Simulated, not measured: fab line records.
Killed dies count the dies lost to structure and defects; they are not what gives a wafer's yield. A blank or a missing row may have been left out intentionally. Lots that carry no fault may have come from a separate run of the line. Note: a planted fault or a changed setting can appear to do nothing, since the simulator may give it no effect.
Split-lot experiment || flow berkeley_cmos170 || on a route of 331 steps: 5 lots, 27 wafers read

== THE SPLIT ITSELF ==
At UCB170_SDANNEAL_RTA_01 (time 5 s), the setting time_s was moved away from the recipe's 5 s on 12 of the 27 wafers read, by -25.6% to +39.0%. The other wafers ran this setting at the recipe's value.

== FROM THE SPLIT TO THE READING: what the file shows between them, 2 steps ==
- UCB170_SDANNEAL_RS_MEAS_02: measures by four-point-probe
- UCB170_SDANNEAL_RS_MEAS_03: measures by four-point-probe

== THE READING ==
Measured at UCB170_SDANNEAL_RS_MEAS_04 by four-point probe: PLDD_RS, in ohm/sq. On this fab line, fault-free wafers typically give 1032.2 ohm/sq with a standard deviation of 2.7 ohm/sq.

{"wafer": "L075.1", "tool, chamber at the split": "rtp_anneal-01, 0", "time_s as run, s": 3.718, "against the recipe": "-25.6%", "PLDD_RS, ohm/sq": 1031.7, "against lot-mates on the recipe": "+1.3"}
{"wafer": "L075.2", "tool, chamber at the split": "rtp_anneal-01, 0", "time_s as run, s": 5, "against the recipe": "recipe", "PLDD_RS, ohm/sq": 1029.7, "against lot-mates on the recipe": "-"}
{"wafer": "L075.3", "tool, chamber at the split": "rtp_anneal-01, 0", "time_s as run, s": 3.718, "against the recipe": "-25.6%", "PLDD_RS, ohm/sq": 1034.5, "against lot-mates on the recipe": "+4.1"}
{"wafer": "L075.4", "tool, chamber at the split": "rtp_anneal-01, 0", "time_s as run, s": 5, "against the recipe": "recipe", "PLDD_RS, ohm/sq": 1030.6, "against lot-mates on the recipe": "-"}
{"wafer": "L075.5", "tool, chamber at the split": "rtp_anneal-01, 0", "time_s as run, s": 3.718, "against the recipe": "-25.6%", "PLDD_RS, ohm/sq": 1036.6, "against lot-mates on the recipe": "+6.2"}
{"wafer": "L075.6", "tool, chamber at the split": "rtp_anneal-01, 0", "time_s as run, s": 5, "against the recipe": "recipe", "PLDD_RS, ohm/sq": 1030.8, "against lot-mates on the recipe": "-"}
{"wafer": "L077.1", "tool, chamber at the split": "rtp_anneal-01, 0", "time_s as run, s": 5, "against the recipe": "recipe", "PLDD_RS, ohm/sq": 1032.6, "against lot-mates on the recipe": "-"}
{"wafer": "L077.2", "tool, chamber at the split": "rtp_anneal-01, 0", "time_s as run, s": 6.949, "against the recipe": "+39.0%", "PLDD_RS, ohm/sq": 1019.3, "against lot-mates on the recipe": -11.5}
{"wafer": "L077.3", "tool, chamber at the split": "rtp_anneal-01, 0", "time_s as run, s": 6.949, "against the recipe": "+39.0%", "PLDD_RS, ohm/sq": 1023.7, "against lot-mates on the recipe": -7.1}
{"wafer": "L077.4", "tool, chamber at the split": "rtp_anneal-01, 0", "time_s as run, s": 5, "against the recipe": "recipe", "PLDD_RS, ohm/sq": 1030.1, "against lot-mates on the recipe": "-"}
{"wafer": "L077.5", "tool, chamber at the split": "rtp_anneal-01, 0", "time_s as run, s": 5, "against the recipe": "recipe", "PLDD_RS, ohm/sq": 1029.6, "against lot-mates on the recipe": "-"}
{"wafer": "L077.6", "tool, chamber at the split": "rtp_anneal-01, 0", "time_s as run, s": 6.949, "against the recipe": "+39.0%", "PLDD_RS, ohm/sq": 1025.4, "against lot-mates on the recipe": -5.4}
{"wafer": "L079.1", "tool, chamber at the split": "rtp_anneal-02, 0", "time_s as run, s": 5, "against the recipe": "recipe", "PLDD_RS, ohm/sq": 1032.7, "against lot-mates on the recipe": "-"}
{"wafer": "L079.4", "tool, chamber at the split": "rtp_anneal-02, 0", "time_s as run, s": 5, "against the recipe": "recipe", "PLDD_RS, ohm/sq": 1033.1, "against lot-mates on the recipe": "-"}
{"wafer": "L079.5", "tool, chamber at the split": "rtp_anneal-02, 0", "time_s as run, s": 5, "against the recipe": "recipe", "PLDD_RS, ohm/sq": 1031.9, "against lot-mates on the recipe": "-"}
{"wafer": "L080.1", "tool, chamber at the split": "rtp_anneal-01, 0", "time_s as run, s": 5, "against the recipe": "recipe", "PLDD_RS, ohm/sq": 1033.7, "against lot-mates on the recipe": "-"}
{"wafer": "L080.2", "tool, chamber at the split": "rtp_anneal-01, 0", "time_s as run, s": 6.628, "against the recipe": "+32.6%", "PLDD_RS, ohm/sq": 1028.1, "against lot-mates on the recipe": -5.2}
{"wafer": "L080.3", "tool, chamber at the split": "rtp_anneal-01, 0", "time_s as run, s": 5, "against the recipe": "recipe", "PLDD_RS, ohm/sq": 1033.9, "against lot-mates on the recipe": "-"}
{"wafer": "L080.4", "tool, chamber at the split": "rtp_anneal-01, 0", "time_s as run, s": 5, "against the recipe": "recipe", "PLDD_RS, ohm/sq": 1032.2, "against lot-mates on the recipe": "-"}
{"wafer": "L080.5", "tool, chamber at the split": "rtp_anneal-01, 0", "time_s as run, s": 6.628, "against the recipe": "+32.6%", "PLDD_RS, ohm/sq": 1027.9, "against lot-mates on the recipe": -5.4}
{"wafer": "L080.6", "tool, chamber at the split": "rtp_anneal-01, 0", "time_s as run, s": 6.628, "against the recipe": "+32.6%", "PLDD_RS, ohm/sq": 1026.3, "against lot-mates on the recipe": -7.0}
{"wafer": "L082.1", "tool, chamber at the split": "rtp_anneal-01, 0", "time_s as run, s": 5, "against the recipe": "recipe", "PLDD_RS, ohm/sq": 1031.3, "against lot-mates on the recipe": "-"}
{"wafer": "L082.2", "tool, chamber at the split": "rtp_anneal-01, 0", "time_s as run, s": 5, "against the recipe": "recipe", "PLDD_RS, ohm/sq": 1031.1, "against lot-mates on the recipe": "-"}
{"wafer": "L082.3", "tool, chamber at the split": "rtp_anneal-01, 0", "time_s as run, s": 4.058, "against the recipe": "-18.8%", "PLDD_RS, ohm/sq": 1033.7, "against lot-mates on the recipe": "+2.3"}
{"wafer": "L082.4", "tool, chamber at the split": "rtp_anneal-01, 0", "time_s as run, s": 4.058, "against the recipe": "-18.8%", "PLDD_RS, ohm/sq": 1038.9, "against lot-mates on the recipe": "+7.5"}
{"wafer": "L082.5", "tool, chamber at the split": "rtp_anneal-01, 0", "time_s as run, s": 5, "against the recipe": "recipe", "PLDD_RS, ohm/sq": 1031.7, "against lot-mates on the recipe": "-"}
{"wafer": "L082.6", "tool, chamber at the split": "rtp_anneal-01, 0", "time_s as run, s": 4.058, "against the recipe": "-18.8%", "PLDD_RS, ohm/sq": 1037.0, "against lot-mates on the recipe": "+5.6"}

THE FIT
A straight line over all 27 wafers: PLDD_RS changes by -0.178 ohm/sq for each +1% of time_s; r = -0.87; the points scatter about the line by 2.1 ohm/sq.
The same after taking each lot's own level away (the mean of its wafers on the recipe; 27 wafers): -0.195 ohm/sq for each +1%; r = -0.92; scatter 1.6 ohm/sq.
That fit puts the effect of the largest move of time_s on the reading at 7.6 ohm/sq.
Across the lots, their own levels run from 1030.37 to 1033.27 ohm/sq, a range of 1.1 times the standard deviation given above.
So the lot-to-lot level changes the slope little: the two slopes agree.
Check: for one of the wafers moved furthest among these (+39.0%), held out of the fit, the line's prediction against its lot-mates is -6.78 ohm/sq. Against them it came out at -11.5 ohm/sq.

== OTHER SPLITS ON THESE WAFERS ==
These wafers also went through other splits before the reading. Each is held against what the fit with the lots' levels taken away leaves over:
{"other split on the same wafers": "UCB170_ZERO_ETCH_06 target_depth_a", "wafers away from the commonest value": 6, "r with PLDD_RS (lot level and that fit taken away)": -0.01}

== THE WHOLE CHAIN: every reading that the file lists as answering this split, in the file's order ==
{"step": "UCB170_SDANNEAL_RS_MEAS_02", "what it does": "measures by four-point-probe", "reading": "PSD_RS", "change (the file's fit)": "-0.151 for each +1% of the setting", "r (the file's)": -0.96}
{"step": "UCB170_SDANNEAL_RS_MEAS_03", "what it does": "measures by four-point-probe", "reading": "NSD_RS", "change (the file's fit)": "-0.0297 for each +1% of the setting", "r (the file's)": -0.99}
{"step": "UCB170_SDANNEAL_RS_MEAS_04", "what it does": "measures by four-point-probe", "reading": "PLDD_RS", "change (the file's fit)": "-0.195 for each +1% of the setting", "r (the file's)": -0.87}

== THE FILE'S OWN FIT ==
PLDD_RS changes by -0.195 ohm/sq for each +1% of time_s, r = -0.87.
